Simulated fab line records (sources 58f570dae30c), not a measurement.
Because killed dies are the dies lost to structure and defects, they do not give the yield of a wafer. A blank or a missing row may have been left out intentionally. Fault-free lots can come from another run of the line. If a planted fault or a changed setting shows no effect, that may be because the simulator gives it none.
Which tool did it? | flow berkeleyCmos170 | Sampling: 14 lots, 42 wafers, 2 of 331 route steps

## WHAT THE GAUGES SHOWED, per wafer
UCB170_V1_CD_MEAS_12 targets a cd of 700 nm. Usual: cdNm 699.5 nm, standard deviation 1.6.
lot  | measured     | on       | cdNm (nm)                           | flag
L579 | day 8 01:17  | cdSem-02 | 699.3 700.2 698.2                   | 
L578 | day 8 01:29  | cdSem-02 | 700.1 700.8 701.1                   | 
L580 | day 8 05:46  | cdSem-02 | 700.3 699.5 700.0                   | 
L582 | day 8 11:39  | cdSem-01 | 696.1 696.8 696.0                   | 
L581 | day 8 13:18  | cdSem-01 | 707.0 707.9 706.8 707.6 707.9 706.9 | OFF
L587 | day 9 00:38  | cdSem-02 | 708.2 707.6 707.5 708.2 707.5 707.6 | OFF
L590 | day 10 06:13 | cdSem-01 | 700.7 699.0 701.3                   | 
L593 | day 10 12:46 | cdSem-02 | 701.1 700.6 698.7                   | 
L596 | day 11 08:12 | cdSem-01 | 699.2 700.3 699.6                   | 
L599 | day 11 16:43 | cdSem-02 | 699.4 700.7 699.4                   | 
L597 | day 11 16:58 | cdSem-01 | 697.3 697.5 697.1                   | 
L600 | day 11 17:18 | cdSem-01 | 698.2 698.4 698.6                   | 
L598 | day 11 17:44 | cdSem-01 | 700.5 699.9 701.0                   | 
L601 | day 11 23:26 | cdSem-01 | 698.9 699.5 699.9                   | 

## EACH LOT AND THE TOOL THAT RAN IT (in order: tool; ch and the chambers of the sampled wafers; start)
lot  | UCB170_V1_SOFTBAKE_08
L579 | lithoTrack-01 ch 0, day 8 00:24
L578 | lithoTrack-03 ch 0, day 8 00:37
L580 | lithoTrack-03 ch 0, day 8 04:47
L582 | lithoTrack-03 ch 0, day 8 10:30
L581 | lithoTrack-03 ch 0, day 8 11:57
L587 | lithoTrack-03 ch 0, day 8 23:59
L590 | lithoTrack-04 ch 0, day 10 05:33
L593 | lithoTrack-04 ch 0, day 10 11:37
L596 | lithoTrack-04 ch 0, day 11 07:12
L599 | lithoTrack-03 ch 0, day 11 16:01
L597 | lithoTrack-01 ch 0, day 11 16:05
L600 | lithoTrack-01 ch 0, day 11 16:37
L598 | lithoTrack-04 ch 0, day 11 16:41
L601 | lithoTrack-01 ch 0, day 11 22:13
- UCB170_V1_SOFTBAKE_08: time 60 s.

## AS READ BY THE TOOLS THEMSELVES (means over the sampled wafers that have a number; for cases with no such wafer, the mark the record gives instead)
UCB170_V1_SOFTBAKE_08. Usual: heaterPowerTotalW 56.80 W, standard deviation 0.043; plateTempC 130.01 C, standard deviation 0.14.
lot  | tool          | heaterPowerTotalW (W) | plateTempC (C) | flag
L579 | lithoTrack-01 | 56.85                 | 130.17         | 
L578 | lithoTrack-03 | 56.77                 | 129.96         | 
L580 | lithoTrack-03 | 56.82                 | 130.08         | 
L582 | lithoTrack-03 | 56.82                 | 130.04         | 
L581 | lithoTrack-03 | 58.77                 | 133.43         | OFF
L587 | lithoTrack-03 | 58.77                 | 133.63         | OFF
L590 | lithoTrack-04 | 56.79                 | 130.10         | 
L593 | lithoTrack-04 | 56.80                 | 129.91         | 
L596 | lithoTrack-04 | 56.81                 | 129.88         | 
L599 | lithoTrack-03 | 56.76                 | 130.07         | 
L597 | lithoTrack-01 | 56.81                 | 129.95         | 
L600 | lithoTrack-01 | 56.77                 | 129.99         | 
L598 | lithoTrack-04 | 56.79                 | 129.98         | 
L601 | lithoTrack-01 | 56.78                 | 130.10         | 

## THE ANSWER, worked out from the rows above alone
Rule: lot off if the mean of its wafers having a number is beyond 3 standard deviations from the usual mean. Also off: a lot with no number at a reading for which 4 or more lots have one. Any other lot the step has rows for is counted as sound. Order of review: gauges by route order, followed by the tools' own readings, for which a lot's mean as printed above is used. At the first step where some lot is off, the reading lying furthest off is the one used; lots without a number count as furthest.
Off at UCB170_V1_CD_MEAS_12 (cdNm): L581, L587.
A tool fits if, at a process step before that reading, it ran every lot that is off, and no sound lot after the first of them. Not tried: the gauges at UCB170_V1_CD_MEAS_12; whatever is off there is also off at UCB170_V1_SOFTBAKE_08, on other tools, and gauge error can't account for it. Of those tried, none fits.

## WHAT THE SIMULATOR PUT IN
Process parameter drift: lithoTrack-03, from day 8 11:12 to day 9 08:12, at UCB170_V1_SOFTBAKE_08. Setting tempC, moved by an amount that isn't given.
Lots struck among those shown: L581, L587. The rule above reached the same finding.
